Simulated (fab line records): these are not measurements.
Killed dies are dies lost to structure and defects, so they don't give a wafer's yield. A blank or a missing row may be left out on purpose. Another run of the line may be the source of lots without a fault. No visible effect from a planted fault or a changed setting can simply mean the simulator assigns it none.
A lot that was struck, set against a sound lot    flow berkeley-cmos170    44 steps out of a route of 331
Sound: these wafers, L801.3, L801.4, L801.6. Wafers L806.2, L806.3, L806.6 were the ones struck. The cause is named last.
Each step with rows lists, per side, the tool, then ch with its chambers, then its first start. Under that, the readings that differ: sound wafers    struck wafers    difference of the means    sigmas: that difference in standard deviations of wafers without a fault.
alike: readings with means less than 2 such deviations apart, plus words and numbers identical on both sides. not compared: withheld readings, readings lacking a value on some wafer, bounds such as >300 that could conceal the same value, and numbers that have no deviation in the record and whose values overlap.
The two part at a step that has a row with sigmas, a row that says differs or no value, or rows on one side only. Non-overlapping numbers with no deviation appear without sigmas and do not part them. A reading missing from all wafers of one side parts the sides only when that side holds two or more wafers.

first, 7 steps without rows for these wafers: UCB170_ACTIVE_CLEAN_17 (cleans in SPM, time 600 s); UCB170_PFIELD_HMDS_00 (prime time 60 s); UCB170_PFIELD_COAT_01 (resist thk 900 nm); UCB170_PFIELD_SOFTBAKE_02 (time 60 s); UCB170_PFIELD_EXPOSE_03 (exposes mask PFIELD, target cd 1500 nm); UCB170_PFIELD_PEB_04; UCB170_PFIELD_DEVELOP_05 (develop time 45 s).
UCB170_PFIELD_OVL_MEAS_06:
  sound on overlay-01, day 5 21:34; struck on overlay-02, day 7 05:52
  alike: PFIELD_OVL
after that, 1 step had no rows for these wafers: UCB170_PFIELD_IMPLANT_07.
UCB170_PFIELD_STRIP_08: strips in O2.
  sound on plasma-asher-04 ch 0,1, day 5 21:46; struck on plasma-asher-01 ch 0, day 7 06:03
  alike: drypump-motor-current-A, oes-product-au, strip-time-to-endpoint-s
  not compared: rf-hours-counter-h
UCB170_PFIELD_TW_MEAS_09:
  sound on film-metro-03, day 5 21:51; struck on film-metro-02, day 7 06:10
  alike: PFIELD_TW
then, 1 step without rows for these wafers: UCB170_FIELD_CLEAN_00 (cleans in dHF, time 7.5 s).
UCB170_FIELD_OXIDATION_01: target thk 558.3 nm, ox time 7200 s.
  sound on furnace-02 ch 0, day 6 01:50; struck on furnace-01 ch 0, day 7 17:47
UCB170_FIELD_THK_MEAS_02:
  sound on film-metro-03, day 6 04:51; struck on film-metro-02, day 7 21:33
reading               sound        struck       difference  sigmas
FIELD_OXIDE_THK (nm)  556 554 564  865 878 867  +312        +37
then, 1 step without rows for these wafers: UCB170_FIELD_ANNEAL_03 (time 1200 s).
UCB170_FIELD_WET_ETCH_04: etches SiO2 in dHF, time 60 s.
  sound on wet-bench-03 ch 3, day 6 11:01; struck on wet-bench-03 ch 1, day 8 00:05
reading                                       sound              struck             difference  sigmas
model.SiO2_of_FIELD_OXIDATION_01.thk-nm (nm)  522.5 520.7 530.3  832.1 843.5 833.3  +311.8      
then, 1 step without rows for these wafers: UCB170_FIELD_WET_ETCH_05 (etches Si3N4 in H3PO4, time 12600 s).
UCB170_FIELD_WET_ETCH_06: etches SiO2 in BOE, time 22 s.
  sound on wet-bench-03 ch 0, day 6 14:32; struck on wet-bench-01 ch 1, day 8 03:56
reading                                       sound              struck             difference  sigmas
model.SiO2_of_FIELD_OXIDATION_01.thk-nm (nm)  441.2 439.4 449.3  747.7 759.2 748.7  +308.6      
UCB170_FIELD_THK_MEAS_90:
  sound on film-metro-03, day 6 14:38; struck on film-metro-04, day 8 03:58
reading                      sound        struck       difference  sigmas
FIELD_OXIDE_LEFT_1_THK (nm)  441 440 449  748 759 749  +309        +35
then, 2 steps without rows for these wafers: UCB170_SACOX_CLEAN_00 (cleans in dHF, time 7.5 s); UCB170_SACOX_OXIDATION_01 (target thk 14.4 nm, ox time 2400 s).
UCB170_SACOX_THK_MEAS_02:
  sound on film-metro-01, day 6 19:50; struck on film-metro-03, day 8 12:19
  alike: SACOX_OXIDE_THK
then, 2 steps without rows for these wafers: UCB170_SCREENOX_WET_ETCH_00 (etches SiO2 in dHF, time 200 s); UCB170_SCREENOX_OXIDATION_01 (target thk 14.4 nm, ox time 2400 s).
UCB170_SCREENOX_THK_MEAS_02:
  sound on film-metro-01, day 7 05:25; struck on film-metro-04, day 8 19:15
  alike: SCREENOX_OXIDE_THK
then, 7 steps without rows for these wafers: UCB170_SCREENOX_ANNEAL_03 (time 900 s); UCB170_NVT_HMDS_00 (prime time 60 s); UCB170_NVT_COAT_01 (resist thk 900 nm); UCB170_NVT_SOFTBAKE_02 (time 60 s); UCB170_NVT_EXPOSE_03 (exposes mask PWELL, target cd 3000 nm); UCB170_NVT_PEB_04; UCB170_NVT_DEVELOP_05 (develop time 42.88 s).
UCB170_NVT_OVL_MEAS_06:
  sound on overlay-01, day 7 14:42; struck on overlay-01, day 9 02:42
  alike: NVT_OVL
after that, 1 step had no rows for these wafers: UCB170_NVT_IMPLANT_07.
UCB170_NVT_STRIP_08: strips in O2.
  sound on plasma-asher-03 ch 0,1, day 7 15:01; struck on plasma-asher-02 ch 0, day 9 02:53
  alike: drypump-motor-current-A, oes-product-au, strip-time-to-endpoint-s
  not compared: rf-hours-counter-h
UCB170_NVT_TW_MEAS_09:
  sound on film-metro-02, day 7 15:07; struck on film-metro-03, day 9 02:59
reading  sound        struck       difference  sigmas
NVT_TW   519 519 516  528 527 528  +10         +2
then, 6 steps without rows for these wafers: UCB170_NVT_CLEAN_10 (cleans in SPM, time 600 s); UCB170_PVT_HMDS_00 (prime time 60 s); UCB170_PVT_COAT_01 (resist thk 900 nm); UCB170_PVT_SOFTBAKE_02 (time 60 s); UCB170_PVT_EXPOSE_03 (exposes mask NWELL, target cd 3000 nm); UCB170_PVT_PEB_04.
UCB170_FIELD_THK_MEAS_91:
  sound on film-metro-02, day 7 17:41; struck on film-metro-03, day 9 05:07
reading                      sound        struck       difference  sigmas
FIELD_OXIDE_LEFT_2_THK (nm)  352 350 360  659 671 661  +310        +34
UCB170_M3_PROBE_99:
  the record has rows for the sound wafers here (prober-02, day 9 21:48) and none for the struck ones

## WHERE THEY PART
First at UCB170_FIELD_THK_MEAS_02; last, within this record, at UCB170_M3_PROBE_99.

WHY: what had been put in by the simulator
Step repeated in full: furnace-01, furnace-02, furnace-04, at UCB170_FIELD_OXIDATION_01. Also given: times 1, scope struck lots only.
